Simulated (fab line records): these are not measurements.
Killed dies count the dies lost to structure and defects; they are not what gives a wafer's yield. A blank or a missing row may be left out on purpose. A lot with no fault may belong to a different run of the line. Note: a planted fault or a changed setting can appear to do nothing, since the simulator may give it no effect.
fab line records | flow ritCmos
[record] lots = 14 | wafers = 42 | lastDay = 7
route steps=202 shown ACTIVE@1 NWELL@34 GATE@81 SPACER@129 M1@202
lots with no fault: from the same line, run without faults
startH: hours from the record's opening day to when the first of the lot's shown wafers began | waitH: hours elapsed since this lot's preceding step | " the same as in the row above | L1.1+2: several wafers, shown together as one row | - no value present, or no start provided | * or withheld: withheld | < > ~ a bound
route shown NAME@n: a module of which the file shows steps, and the number in the route of the first | usual: mean/standard deviation taken from wafers without a fault | same: alike in all rows | chamber/n: place in a boat | sites: each site's reading | _std_site: their standard deviation | _edge_site: inner sites' mean taken away from outer sites' mean | radiusMm: how far each site lies from the wafer's centre | mask NAME#n: copy n | behind: the most recent tool/chamber to have shaped the wafer | hold: why the lot went on hold/how many hours it stayed there/how the hold came to an end | device: which transistor (n, p or np) failed to switch | end of line: the route-end tests of the same wafers | a step given without rows: its recipe and nothing more | killed: not the wafer's yield, but the dies lost to structure and defects at the first sort | map: a wafer's dies, marking killed ones x, the rest . and places with no die _
set.NAME: the setting as run; set.NAME@STEP: as run at that earlier step | model.NAME: the simulator's own value behind a step, which no gauge read
a sample of lots followed through the steps of the route, with each step as a table and each wafer as a row
services: the hour from which a tool's chamber was out of use, counted from the record's first day as startH (under 0 if before that day), plus the number of hours and why
[[steps]]
[step RIT_ACTIVE_BOW_MEAS_00]
[recipe] mode = bow
[usual] INCOMING_BOW = 0/6
lot.wafer | tool         | chamber | startH | waitH | INCOMING_BOW[um]
L461.1    | filmMetro-02 | -       | 30.00  | -     | -1
L461.2    | "            | -       | "      | "     | -1
L461.6    | "            | -       | "      | "     | -6
L463.2    | filmMetro-01 | -       | 40.02  | -     | -4
L463.5    | "            | -       | "      | "     | 3
L463.6    | "            | -       | "      | "     | -3
L464.1    | filmMetro-02 | -       | 45.04  | -     | 6
L464.5    | "            | -       | "      | "     | -7
L464.6    | "            | -       | "      | "     | -3
L465.3    | filmMetro-03 | -       | 50.04  | -     | 6
L465.4    | "            | -       | "      | "     | 5
L465.6    | "            | -       | "      | "     | 0
L466.3    | filmMetro-01 | -       | 55.04  | -     | 8
L466.4    | "            | -       | "      | "     | 5
L466.5    | "            | -       | "      | "     | -13
L468.2    | filmMetro-03 | -       | 65.02  | -     | -4
L468.5    | "            | -       | "      | "     | -3
L468.6    | "            | -       | "      | "     | 9
L469.2    | filmMetro-02 | -       | 70.02  | -     | 1
L469.3    | "            | -       | "      | "     | 3
L469.6    | "            | -       | "      | "     | 5
L470.2    | filmMetro-01 | -       | 75.02  | -     | -6
L470.3    | "            | -       | "      | "     | 1
L470.5    | "            | -       | "      | "     | 10
L471.3    | filmMetro-01 | -       | 80.04  | -     | 11
L471.4    | "            | -       | "      | "     | -11
L471.5    | "            | -       | "      | "     | -7
L472.1    | filmMetro-03 | -       | 85.00  | -     | -6
L472.2    | "            | -       | "      | "     | 2
L472.3    | "            | -       | "      | "     | 4
L473.2    | filmMetro-02 | -       | 90.02  | -     | 2
L473.3    | "            | -       | "      | "     | 1
L473.4    | "            | -       | "      | "     | 4
L475.1    | filmMetro-01 | -       | 100.00 | -     | 1
L475.3    | "            | -       | "      | "     | -8
L475.6    | "            | -       | "      | "     | 1
L476.1    | filmMetro-03 | -       | 105.00 | -     | 14
L476.2    | "            | -       | "      | "     | 6
L476.4    | "            | -       | "      | "     | 16
L479.4    | filmMetro-01 | -       | 120.06 | -     | -1
L479.5    | "            | -       | "      | "     | 0
L479.6    | "            | -       | "      | "     | 4
[step RIT_NWELL_OVL_MEAS_06]
[usual] NWELL_OVL = 1.0/1.3
lot.wafer | tool       | chamber | startH | waitH | NWELL_OVL[nm]
L461.1    | overlay-02 | -       | 41.26  | -     | 0.7
L461.2    | "          | -       | "      | "     | 0.8
L461.6    | "          | -       | "      | "     | 1.5
L463.2    | overlay-01 | -       | 51.91  | -     | -0.2
L463.5    | "          | -       | "      | "     | 3.6
L463.6    | "          | -       | "      | "     | 2.4
L464.1    | overlay-01 | -       | 59.18  | -     | -0.8
L464.5    | "          | -       | "      | "     | 1.4
L464.6    | "          | -       | "      | "     | -0.6
L465.3    | overlay-02 | -       | 62.33  | -     | 1.6
L465.4    | "          | -       | "      | "     | -0.2
L465.6    | "          | -       | "      | "     | 0.8
L466.3    | overlay-01 | -       | 65.33  | -     | 2.1
L466.4    | "          | -       | "      | "     | 1.9
L466.5    | "          | -       | "      | "     | 3.2
L468.2    | overlay-01 | -       | 76.82  | -     | -0.3
L468.5    | "          | -       | "      | "     | -0.9
L468.6    | "          | -       | "      | "     | -0.3
L469.2    | overlay-01 | -       | 80.37  | -     | 0.0
L469.3    | "          | -       | "      | "     | -1.5
L469.6    | "          | -       | "      | "     | -1.4
L470.2    | overlay-02 | -       | 85.45  | -     | 3.4
L470.3    | "          | -       | "      | "     | -0.1
L470.5    | "          | -       | "      | "     | 0.8
L471.3    | overlay-01 | -       | 90.40  | -     | 0.2
L471.4    | "          | -       | "      | "     | 0.7
L471.5    | "          | -       | "      | "     | 2.0
L472.1    | overlay-02 | -       | 97.53  | -     | 1.8
L472.2    | "          | -       | "      | "     | 1.0
L472.3    | "          | -       | "      | "     | 0.8
L473.2    | overlay-01 | -       | 101.29 | -     | -0.3
L473.3    | "          | -       | "      | "     | 0.9
L473.4    | "          | -       | "      | "     | 1.0
L475.1    | overlay-01 | -       | 110.18 | -     | 1.6
L475.3    | "          | -       | "      | "     | 2.0
L475.6    | "          | -       | "      | "     | 2.5
L476.1    | overlay-02 | -       | 115.53 | -     | 1.3
L476.2    | "          | -       | "      | "     | 0.7
L476.4    | "          | -       | "      | "     | 2.0
L479.4    | overlay-02 | -       | 130.16 | -     | -2.1
L479.5    | "          | -       | "      | "     | 1.0
L479.6    | "          | -       | "      | "     | 2.0
[step RIT_GATE_OXIDATION_05]
[recipe] tempC = 900 | ambient = O2 | targetThkA = 30 | oxTimeS = 270
[usual] spikeTcCentreC = 902.3/1.2 | spikeTcLoadC = 925.9/2.8 | tubeCenterTempC = 900/0.08 | tube_center_temp_C_max = 902.3/0.38 | zonePowerLoadPct = 25.9/1.4 | zonePowerSourcePct = 27.4/1.7
lot.wafer | tool       | chamber | startH | waitH | spikeTcCentreC | spikeTcLoadC | tubeCenterTempC | tube_center_temp_C_max | zonePowerLoadPct | zonePowerSourcePct
L461.1    | furnace-04 | 0       | 53.95  | 0.1   | 903.2          | 924.5        | 900             | 901.9                  | 25.6             | 25.8
L461.2    | "          | 0       | "      | "     | 902.6          | 925.3        | 899.92          | 902.3                  | 25.9             | 25.4
L461.6    | "          | 0       | "      | "     | 902.0          | 924.5        | 899.92          | 901.9                  | 25.6             | 25.4
L463.2    | furnace-02 | 0       | 64.21  | 0.0   | 902.3          | 927.5        | 900             | 902.7                  | 26.8             | 29.9
L463.5    | "          | 0       | "      | "     | 903.2          | 929.5        | 900.02          | 902.3                  | 27.5             | 29.1
L463.6    | "          | 0       | "      | "     | 902.0          | 930.0        | 900.05          | 902.6                  | 26.9             | 29.3
L464.1    | furnace-02 | 0       | 72.23  | 1.5   | 900.0          | 928.5        | 900.02          | 902.2                  | 27.7             | 29.2
L464.5    | "          | 0       | "      | "     | 902.1          | 929.9        | 900.11          | 902.6                  | 27.2             | 28.9
L464.6    | "          | 0       | "      | "     | 900.3          | 930.4        | 900.05          | 901.7                  | 27.5             | 29.3
L465.3    | furnace-04 | 0       | 73.71  | 0.0   | 904.7          | 926.9        | 899.91          | 902.2                  | 25.8             | 25.9
L465.4    | "          | 0       | "      | "     | 903.1          | 925.2        | 900.15          | 902.0                  | 25.4             | 25.6
L465.6    | "          | 0       | "      | "     | 902.3          | 926.1        | 900.02          | 902.2                  | 25.9             | 25.7
L466.3    | furnace-02 | 0       | 77.05  | 0.2   | 901.2          | 929.4        | 900.1           | 902.8                  | 27.3             | 28.9
L466.4    | "          | 0       | "      | "     | 901.8          | 930.1        | 899.88          | 903.3                  | 27.5             | 29.0
L466.5    | "          | 0       | "      | "     | 900.7          | 927.9        | 899.91          | 902.6                  | 27.4             | 29.4
L468.2    | furnace-04 | 0       | 88.71  | 0.0   | 904.0          | 922.9        | 900.03          | 902.9                  | 25.5             | 25.5
L468.5    | "          | 0       | "      | "     | 903.9          | 924.4        | 899.93          | 902.2                  | 25.9             | 25.5
L468.6    | "          | 0       | "      | "     | 901.0          | 926.0        | 899.92          | 902.1                  | 26.3             | 25.5
L469.2    | furnace-04 | 0       | 92.05  | 0.2   | 904.4          | 923.9        | 900.1           | 902.9                  | 26.0             | 25.4
L469.3    | "          | 0       | "      | "     | 903.5          | 925.0        | 899.97          | 902.5                  | 25.9             | 25.7
L469.6    | "          | 0       | "      | "     | 903.8          | 925.2        | 900.05          | 902.4                  | 25.9             | 25.6
L470.2    | furnace-04 | 0       | 97.47  | 0.4   | 903.0          | 925.0        | 900             | 901.8                  | 26.1             | 25.4
L470.3    | "          | 0       | "      | "     | 903.2          | 924.6        | 899.96          | 902.6                  | 25.4             | 25.2
L470.5    | "          | 0       | "      | "     | 903.9          | 926.8        | 900.04          | 902.6                  | 25.9             | 25.8
L471.3    | furnace-02 | 0       | 102.08 | 0.0   | 901.4          | 929.2        | 899.91          | 902.3                  | 27.5             | 29.2
L471.4    | "          | 0       | "      | "     | 903.0          | 928.8        | 900.09          | 902.4                  | 27.4             | 29.4
L471.5    | "          | 0       | "      | "     | 900.4          | 929.3        | 900.01          | 902.2                  | 27.3             | 30.0
L472.1    | furnace-01 | 0       | 109.84 | 0.8   | 902.8          | 922.9        | 900             | 902.3                  | 23.3             | 28.1
L472.2    | "          | 0       | "      | "     | 899.7          | 920.7        | 900.07          | 902.7                  | 23.7             | 27.6
L472.3    | "          | 0       | "      | "     | 902.0          | 922.7        | 900.12          | 902.2                  | 23.3             | 27.7
L473.2    | furnace-04 | 0       | 114.16 | 0.0   | 896.8          | 919.3        | 895.08          | 896.9                  | 25.7             | 25.4
L473.3    | "          | 0       | "      | "     | 898.5          | 920.2        | 895.03          | 897.2                  | 25.3             | 25.2
L473.4    | "          | 0       | "      | "     | 898.4          | 919.6        | 894.96          | 897.2                  | 25.1             | 25.0
L475.1    | furnace-02 | 0       | 122.05 | 0.5   | 902.5          | 928.0        | 900.13          | 902.4                  | 27.0             | 29.4
L475.3    | "          | 0       | "      | "     | 901.8          | 929.3        | 899.96          | 902.2                  | 27.4             | 29.4
L475.6    | "          | 0       | "      | "     | 901.7          | 929.7        | 899.84          | 901.8                  | 27.8             | 29.4
L476.1    | furnace-04 | 0       | 126.85 | 0.1   | 895.4          | 920.0        | 894.89          | 897.3                  | 25.5             | 25.4
L476.2    | "          | 0       | "      | "     | 896.2          | 919.2        | 895.05          | 897.9                  | 25.2             | 25.1
L476.4    | "          | 0       | "      | "     | 899.2          | 922.6        | 895.04          | 897.5                  | 25.4             | 25.2
L479.4    | furnace-02 | 0       | 142.83 | 1.3   | 901.6          | 928.5        | 900.01          | 902.9                  | 27.3             | 29.4
L479.5    | "          | 0       | "      | "     | 899.6          | 927.5        | 900             | 902.2                  | 27.7             | 29.3
L479.6    | "          | 0       | "      | "     | 901.4          | 928.8        | 899.88          | 902.9                  | 27.7             | 29.2
[step RIT_GATE_THK_MEAS_07]
[recipe] reads = SiO2_of_GATE_OXIDATION_05
[usual] GATE_OXIDE_THK = 3.04/0.078
lot.wafer | tool         | chamber | startH | waitH | hold                    | GATE_OXIDE_THK[nm]
L461.1    | filmMetro-03 | -       | 55.27  | 0.0   | -                       | 3.12
L461.2    | "            | -       | "      | "     | -                       | 3.08
L461.6    | "            | -       | "      | "     | -                       | 3.06
L463.2    | filmMetro-01 | -       | 66.88  | 0.0   | -                       | 3.07
L463.5    | "            | -       | "      | "     | -                       | 3.06
L463.6    | "            | -       | "      | "     | -                       | 3.06
L464.1    | filmMetro-03 | -       | 73.56  | 0.0   | -                       | 3.01
L464.5    | "            | -       | "      | "     | -                       | 3.01
L464.6    | "            | -       | "      | "     | -                       | 3.00
L465.3    | filmMetro-04 | -       | 75.06  | 0.0   | -                       | 3.03
L465.4    | "            | -       | "      | "     | -                       | 3.02
L465.6    | "            | -       | "      | "     | -                       | 3.00
L466.3    | filmMetro-04 | -       | 78.40  | 0.0   | -                       | 3.05
L466.4    | "            | -       | "      | "     | -                       | 3.02
L466.5    | "            | -       | "      | "     | -                       | 3.08
L468.2    | filmMetro-04 | -       | 90.05  | 0.0   | -                       | 3.03
L468.5    | "            | -       | "      | "     | -                       | 3.00
L468.6    | "            | -       | "      | "     | -                       | 2.98
L469.2    | filmMetro-03 | -       | 93.39  | 0.0   | -                       | 3.02
L469.3    | "            | -       | "      | "     | -                       | 3.03
L469.6    | "            | -       | "      | "     | -                       | 3.01
L470.2    | filmMetro-04 | -       | 98.81  | 0.0   | -                       | 3.04
L470.3    | "            | -       | "      | "     | -                       | 3.13
L470.5    | "            | -       | "      | "     | -                       | 3.09
L471.3    | filmMetro-04 | -       | 103.42 | 0.0   | -                       | 3.01
L471.4    | "            | -       | "      | "     | -                       | 3.02
L471.5    | "            | -       | "      | "     | -                       | 3.09
L472.1    | filmMetro-04 | -       | 111.16 | 0.0   | -                       | 2.96
L472.2    | "            | -       | "      | "     | -                       | 3.05
L472.3    | "            | -       | "      | "     | -                       | 3.07
L473.2    | filmMetro-04 | -       | 117.42 | 0.0   | -                       | 2.82
L473.3    | "            | -       | "      | "     | -                       | 2.82
L473.4    | "            | -       | "      | "     | -                       | 2.83
L475.1    | filmMetro-04 | -       | 123.38 | 0.0   | -                       | 2.95
L475.3    | "            | -       | "      | "     | -                       | 3.04
L475.6    | "            | -       | "      | "     | -                       | 3.03
L476.1    | filmMetro-01 | -       | 128.17 | 0.0   | awaitDispo/0.2h/release | 2.63
L476.2    | "            | -       | "      | "     | awaitDispo/0.2h/release | 2.64
L476.4    | "            | -       | "      | "     | awaitDispo/0.2h/release | 2.68
L476.1    | filmMetro-01 | -       | 128.40 | 0.2   | -                       | 2.62
L476.2    | "            | -       | "      | "     | -                       | 2.63
L476.4    | "            | -       | "      | "     | -                       | 2.74
L479.4    | filmMetro-04 | -       | 144.18 | 0.0   | -                       | 3.16
L479.5    | "            | -       | "      | "     | -                       | 3.09
L479.6    | "            | -       | "      | "     | -                       | 3.12
[step RIT_SPACER_THK_MEAS_04]
[recipe] reads = Si3N4_of_SPACER_CVD_03
[usual] SPACER_NITRIDE_THK = 250.8/2.6
lot.wafer | tool         | chamber | startH | waitH | SPACER_NITRIDE_THK[nm]
L461.1    | filmMetro-03 | -       | 66.79  | 0.0   | 254.0
L461.2    | "            | -       | "      | "     | 253.8
L461.6    | "            | -       | "      | "     | 253.8
L463.2    | filmMetro-03 | -       | 79.14  | 0.0   | 253.1
L463.5    | "            | -       | "      | "     | 256.8
L463.6    | "            | -       | "      | "     | 254.2
L464.1    | filmMetro-04 | -       | 86.18  | 0.0   | 249.3
L464.5    | "            | -       | "      | "     | 249.6
L464.6    | "            | -       | "      | "     | 248.3
L465.3    | filmMetro-04 | -       | 86.71  | 0.0   | 253.4
L465.4    | "            | -       | "      | "     | 251.4
L465.6    | "            | -       | "      | "     | 251.3
L466.3    | filmMetro-04 | -       | 90.48  | 0.0   | 252.1
L466.4    | "            | -       | "      | "     | 253.1
L466.5    | "            | -       | "      | "     | 251.2
L468.2    | filmMetro-02 | -       | 101.67 | 0.0   | 248.8
L468.5    | "            | -       | "      | "     | 249.2
L468.6    | "            | -       | "      | "     | 249.4
L469.2    | filmMetro-04 | -       | 105.47 | 0.0   | 254.7
L469.3    | "            | -       | "      | "     | 251.9
L469.6    | "            | -       | "      | "     | 255.0
L470.2    | filmMetro-03 | -       | 110.49 | 0.0   | 250.0
L470.3    | "            | -       | "      | "     | 250.1
L470.5    | "            | -       | "      | "     | 248.4
L471.3    | filmMetro-04 | -       | 115.19 | 0.0   | 251.9
L471.4    | "            | -       | "      | "     | 250.4
L471.5    | "            | -       | "      | "     | 253.0
L472.1    | filmMetro-04 | -       | 122.98 | 0.0   | 252.8
L472.2    | "            | -       | "      | "     | 251.0
L472.3    | "            | -       | "      | "     | 249.7
L473.2    | filmMetro-03 | -       | 129.62 | 0.0   | 249.9
L473.3    | "            | -       | "      | "     | 249.8
L473.4    | "            | -       | "      | "     | 250.8
L475.1    | filmMetro-04 | -       | 135.54 | 0.0   | 252.4
L475.3    | "            | -       | "      | "     | 251.7
L475.6    | "            | -       | "      | "     | 250.9
L476.1    | filmMetro-03 | -       | 142.38 | 0.0   | 251.8
L476.2    | "            | -       | "      | "     | 251.7
L476.4    | "            | -       | "      | "     | 250.1
L479.4    | filmMetro-04 | -       | 155.92 | 0.0   | 246.3
L479.5    | "            | -       | "      | "     | 246.6
L479.6    | "            | -       | "      | "     | 245.1
[step RIT_M1_PROBE_99]
[usual] killed_at_M0_to_M3 = 0.0/0.083 | killedAtContacts = 0.1/0.28 | killedAtFrontEnd = 6.5/3 | killedDies = 7/3 | killedOpen = 3.2/2 | killedShort = 3.2/1.9
[same] grossDies = 264 | killed_at_M4_up = 0 | killedAtBackSide = 0 | killedAtOther = 0
lot.wafer | tool      | chamber | startH | waitH | killed_at_M0_to_M3 | killedAtContacts | killedAtFrontEnd | killedDies | killedOpen | killedShort
L463.2    | prober-01 | -       | 90.38  | 0.1   | 0                  | 0                | 6                | 6          | 3          | 3
L463.5    | prober-01 | -       | 90.53  | 0.2   | 0                  | 0                | 10               | 10         | 5          | 5
L463.6    | prober-01 | -       | 90.58  | 0.2   | 0                  | 0                | 9                | 9          | 7          | 2
L464.1    | prober-02 | -       | 97.59  | 0.1   | 0                  | 0                | 8                | 8          | 4          | 4
L464.5    | prober-02 | -       | 97.79  | 0.2   | 0                  | 0                | 6                | 6          | 5          | 1
L464.6    | prober-02 | -       | 97.84  | 0.2   | 0                  | 0                | 10               | 10         | 1          | 9
L470.2    | prober-02 | -       | 121.86 | 0.1   | 0                  | 0                | 6                | 6          | 0          | 6
L470.3    | prober-02 | -       | 121.91 | 0.2   | 0                  | 0                | 4                | 4          | 2          | 2
L470.5    | prober-02 | -       | 122.01 | 0.2   | 0                  | 0                | 10               | 10         | 3          | 7
L476.1    | prober-02 | -       | 155.07 | 0.1   | 0                  | 0                | 2                | 2          | 1          | 1
L476.2    | prober-02 | -       | 155.12 | 0.1   | 0                  | 0                | 7                | 7          | 4          | 3
L476.4    | prober-02 | -       | 155.22 | 0.2   | 0                  | 0                | 4                | 4          | 2          | 2
// killed by level:class
L463.2 GATE:geometricParticle:open=3 FOX1:geometricParticle:short=1 GATE:geometricParticle:short=1 SILICIDE:geometricParticle:short=1
L463.5 SPACER:geometricParticle:open=3 GATE:geometricParticle:open=2 SPACER:geometricParticle:short=2 GATE:geometricParticle:short=1 REOX:geometricParticle:short=1 SILICIDE:geometricParticle:short=1
L463.6 SILICIDE:geometricParticle:open=4 SPACER:geometricParticle:open=2 FOX1:geometricParticle:short=1 GATE:geometricParticle:open=1 GATE:geometricParticle:short=1
L464.1 REOX:geometricParticle:open=2 SILICIDE:geometricParticle:short=2 FOX1:geometricParticle:open=1 FOX1:geometricParticle:short=1 GATE:geometricParticle:open=1 GATE:geometricParticle:short=1
L464.5 REOX:geometricParticle:open=3 FOX1:geometricParticle:open=2 FOX1:geometricParticle:short=1
L464.6 GATE:geometricParticle:short=4 SILICIDE:geometricParticle:short=2 FOX2:geometricParticle:open=1 FOX2:geometricParticle:short=1 REOX:geometricParticle:short=1 SPACER:geometricParticle:short=1
L470.2 SILICIDE:geometricParticle:short=2 FOX2:geometricParticle:short=1 GATE:geometricParticle:short=1 REOX:geometricParticle:short=1 SPACER:geometricParticle:short=1
L470.3 FOX1:geometricParticle:short=2 GATE:geometricParticle:open=1 REOX:geometricParticle:open=1
L470.5 FOX1:geometricParticle:short=4 SPACER:geometricParticle:short=2 FOX1:geometricParticle:open=1 GATE:geometricParticle:short=1 REOX:geometricParticle:open=1 SPACER:geometricParticle:open=1
L476.1 GATE:geometricParticle:open=1 SPACER:geometricParticle:short=1
L476.2 REOX:geometricParticle:open=3 REOX:geometricParticle:short=2 GATE:geometricParticle:open=1 SPACER:geometricParticle:short=1
L476.4 GATE:geometricParticle:short=2 REOX:geometricParticle:open=1 SPACER:geometricParticle:open=1
[[services]]
tool       | chamber | startH | hours | kind
furnace-01 | -       | 35.48  | 20.7  | pm
furnace-01 | -       | 86.96  | 3.6   | pm
furnace-01 | -       | 90.60  | 2.5   | pm
furnace-04 | -       | 134.50 | 3.5   | pm
[[key]]
[firstSign] step = RIT_GATE_OXIDATION_05 | reading = tubeCenterTempC | direction = down | sigmas = 55 | usual = * | struck = *
[effect] step = RIT_GATE_OXIDATION_05 | reading = tube_center_temp_C_max | direction = down | sigmas = 13 | usual = * | struck = *
[effect] step = RIT_GATE_THK_MEAS_07 | reading = visit | direction = added
metAt RIT_GATE_OXIDATION_05
struckLots L473,L476
testerLeftOut L473,L476
notActingAt RIT_ACTIVE_BOW_MEAS_00,RIT_NWELL_OVL_MEAS_06,RIT_SPACER_THK_MEAS_04
onsetBetween 97.47 114.16
[fault] kind = processParameterDrift | tool = furnace-04 | chamber = - | onsetH = 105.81 | steps = RIT_GATE_OXIDATION_05 | channel = tempC | offset = * | shape = step | endH = 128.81 | actsIn = * | stated = *
// testerLeftOut: of these lots the tester's yield and bins aren't shown, on N5 and GAA mostly nor the transistor test; their killed dies are dies lost to structure and defects alone, not to doping, threshold or leakage, so they don't give the yield
